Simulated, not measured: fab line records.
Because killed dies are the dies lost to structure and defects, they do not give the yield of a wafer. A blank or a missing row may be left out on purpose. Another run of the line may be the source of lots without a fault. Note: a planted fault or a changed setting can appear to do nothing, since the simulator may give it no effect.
Chamber matching || flow berkeley-cmos170 || 4 sister chambers for UCB170_SPACER_ETCHBACK_03 on rie-diel-02
The step etches SiO2 in CHF3/CF4/Ar, stops on Si, target depth 376 nm, time 100 s. 8 wafers are shown with their chamber, then 7 later ones without.

== WAFERS WITH THEIR CHAMBER ==
{"wafer": "L204.2", "chamber": 0, "throttle-valve-pct (%)": 6.48, "oes-product-au (a.u.)": 0.888}
{"wafer": "L204.6", "chamber": 0, "throttle-valve-pct (%)": 6.47, "oes-product-au (a.u.)": 0.898}
{"wafer": "L207.6", "chamber": 3, "throttle-valve-pct (%)": 6.53, "oes-product-au (a.u.)": 0.909}
{"wafer": "L209.4", "chamber": 1, "throttle-valve-pct (%)": 6.45, "oes-product-au (a.u.)": 0.904}
{"wafer": "L209.5", "chamber": 3, "throttle-valve-pct (%)": 6.52, "oes-product-au (a.u.)": 0.882}
{"wafer": "L209.6", "chamber": 2, "throttle-valve-pct (%)": 6.42, "oes-product-au (a.u.)": 0.862}
{"wafer": "L215.1", "chamber": 2, "throttle-valve-pct (%)": 6.41, "oes-product-au (a.u.)": 0.883}
{"wafer": "L215.5", "chamber": 1, "throttle-valve-pct (%)": 6.44, "oes-product-au (a.u.)": 0.914}

== WAFERS WITH NO CHAMBER GIVEN ==
{"wafer": "L215.6", "throttle-valve-pct (%)": 6.54, "oes-product-au (a.u.)": 0.922}
{"wafer": "L220.1", "throttle-valve-pct (%)": 6.55, "oes-product-au (a.u.)": 0.895}
{"wafer": "L220.4", "throttle-valve-pct (%)": 6.43, "oes-product-au (a.u.)": 0.890}
{"wafer": "L220.6", "throttle-valve-pct (%)": 6.49, "oes-product-au (a.u.)": 0.906}
{"wafer": "L222.1", "throttle-valve-pct (%)": 6.55, "oes-product-au (a.u.)": 0.884}
{"wafer": "L222.4", "throttle-valve-pct (%)": 6.46, "oes-product-au (a.u.)": 0.903}
{"wafer": "L222.5", "throttle-valve-pct (%)": 6.54, "oes-product-au (a.u.)": 0.903}

== THE CHAMBER EACH PASSED THROUGH ==
{"wafer": "L215.6", "from the rows above": 3, "in truth": 3}
{"wafer": "L220.1", "from the rows above": 3, "in truth": 3}
{"wafer": "L220.4", "from the rows above": "can't be placed: 2 or 1", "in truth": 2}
{"wafer": "L220.6", "from the rows above": 0, "in truth": 0}
{"wafer": "L222.1", "from the rows above": 3, "in truth": 3}
{"wafer": "L222.4", "from the rows above": "can't be placed: 1 or 0", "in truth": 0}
{"wafer": "L222.5", "from the rows above": 3, "in truth": 3}
Placed correctly: 5 of 7. Cannot be placed on the basis of these rows: 2; the candidates contain the true chamber in 2. Placed wrongly: 0.
How it was worked out, from the rows above alone: a wafer's distance from a chamber is the root of the sum, over the readings, of the square of ((its reading less the chamber's mean) divided by the reading's scatter). If the next closest chamber is less than 2 further off than the closest, the wafer can't be placed; otherwise it belongs to the closest. The mean given for a chamber averages the wafers shown for that chamber. The scatter: take each reading less its chamber's mean, square it, sum over the shown wafers, divide by the number of wafers less the number of chambers, and take the root.
